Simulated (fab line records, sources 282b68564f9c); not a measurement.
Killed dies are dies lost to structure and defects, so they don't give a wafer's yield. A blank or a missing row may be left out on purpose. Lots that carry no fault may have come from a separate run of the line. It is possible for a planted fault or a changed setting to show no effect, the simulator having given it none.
Chamber matching -- flow rit-cmos -- 4 sister chambers for RIT_ACTIVE_ETCH_13 on rie-diel-03
The step etches Si3N4 in SF6, stops on SiO2, time 210 s, target depth 210 nm. 8 wafers are shown with their chamber, then 7 later ones without.

## WAFERS, EACH WITH ITS CHAMBER
wafer,chamber,drypump-motor-current-A (A),throttle-valve-pct (%)
L443.3,1,4.9,7.57
L444.3,3,5.7,7.54
L447.3,1,4.9,7.54
L447.6,3,5.6,7.54
L451.3,2,4.8,7.41
L451.6,0,5.7,7.59
L454.1,0,5.8,7.58
L454.3,2,4.8,7.42

## WAFERS WHOSE CHAMBER IS MISSING
wafer,drypump-motor-current-A (A),throttle-valve-pct (%)
L454.4,4.9,7.55
L464.3,4.8,7.43
L464.5,4.9,7.54
L464.6,5.7,7.59
L465.1,5.6,7.54
L465.4,5.7,7.58
L465.5,5.7,7.59

## WHICH CHAMBER EACH WENT THROUGH
wafer,from the rows above,in truth
L454.4,1,1
L464.3,2,2
L464.5,1,1
L464.6,0,0
L465.1,3,3
L465.4,0,0
L465.5,0,0
Correctly placed: 7 of 7. Can't be placed from these rows: 0. Placed wrongly: 0.
How it was worked out, from the rows above alone: a wafer's distance from a chamber is the root of the sum, over the readings, of the square of ((its reading less the chamber's mean) divided by the reading's scatter). The wafer belongs to the nearest chamber; if the next one is less than 2 further off, it can't be placed. Each chamber's mean is taken over the wafers shown for it. The scatter is the square root of a quotient: the sum, over the shown wafers, of each reading's squared deviation from its chamber's mean, divided by wafers minus chambers.
